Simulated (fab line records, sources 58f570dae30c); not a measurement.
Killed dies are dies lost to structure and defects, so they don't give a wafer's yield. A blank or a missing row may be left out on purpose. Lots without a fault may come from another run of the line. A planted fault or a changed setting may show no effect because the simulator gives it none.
One fault seen from 2 desks | flow berkeley_cmos170 | each desk has only its own numbers; what lay behind them comes last

THE METROLOGY DESK
What the gauges read, lot by lot, whatever tool the lot ran on: means of the sampled wafers that have a number. A lot is out of limits, marked OUT, if its mean lies more than 4 standard deviations from the usual mean; the brackets give that distance.
Columns: A = cd_nm at UCB170_V2_CD_MEAS_12, usual 699.9 nm; B = cd_nm at UCB170_M3_CD_MEAS_90, usual 702 nm
lot  | first seen here | A     | B
L397 | day 9 04:38     | 701.5 | 705
L396 | day 9 06:20     | 698.0 | 702
L399 | day 9 08:05     | 699.5 | 701
L400 | day 9 08:32     | 699.6 | 702
L398 | day 9 12:07     | 698.3 | 698
L402 | day 9 20:10     | 701.9 | 704
L401 | day 10 01:06    | 702.1 | 703
L403 | day 10 01:22    | 698.8 | 701
L408 | day 11 12:02    | 699.1 | 701
L409 | day 11 12:19    | 698.9 | 698
L416 | day 11 23:28    | 701.6 | 701
L414 | day 12 02:37    | 700.4 | 706
L415 | day 12 07:16    | 700.4 | 708
L411 | day 12 07:56    | 699.6 | 699
L412 | day 12 12:59    | 699.8 | 702
This desk's finding: nothing out of limits on any of the 15 lots.

THE TOOL OWNER'S DESK: wet_bench-01
The tool's own readings at UCB170_SCREENOX_WET_ETCH_00 (etches SiO2 in dHF, time 200 s): means of the sampled wafers that have a number, for each lot that ran on this tool. A lot is out of limits, marked OUT, if its mean lies more than 4 standard deviations from the usual mean; the brackets give that distance.
Columns: A = run_length_s at UCB170_SCREENOX_WET_ETCH_00, usual 226.9 s
lot  | first seen here | A
L398 | day 6 14:35     | 226.1
L399 | day 6 14:35     | 225.9
L400 | day 6 14:35     | 225.6
L401 | day 7 04:05     | 125.6 (-39) OUT
L402 | day 7 04:05     | 126.2 (-39) OUT
L403 | day 7 04:05     | 126.8 (-38) OUT
This desk's finding: out of limits on L401, L402, L403; first on L401, day 7 04:05 (run_length_s at UCB170_SCREENOX_WET_ETCH_00). In limits: L398, L399, L400.

PUT TOGETHER
The tool owner's desk could have raised an alarm at day 7 04:05, on L401, L402, L403.
The metrology desk saw nothing out of limits.
The metrology desk has L401, L402, L403 on record, within its limits.
Of the lots named, all ran UCB170_SCREENOX_WET_ETCH_00 on wet_bench-01.

WHAT THE SIMULATOR HAD PUT IN
Process parameter drift: wet_bench-01, from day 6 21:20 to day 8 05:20, at UCB170_SCREENOX_WET_ETCH_00. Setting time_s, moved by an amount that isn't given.
Lots struck among those shown: L401, L402, L403.
Hours from the fault's start to each desk's first reading out of limits: the tool owner's desk, 7.
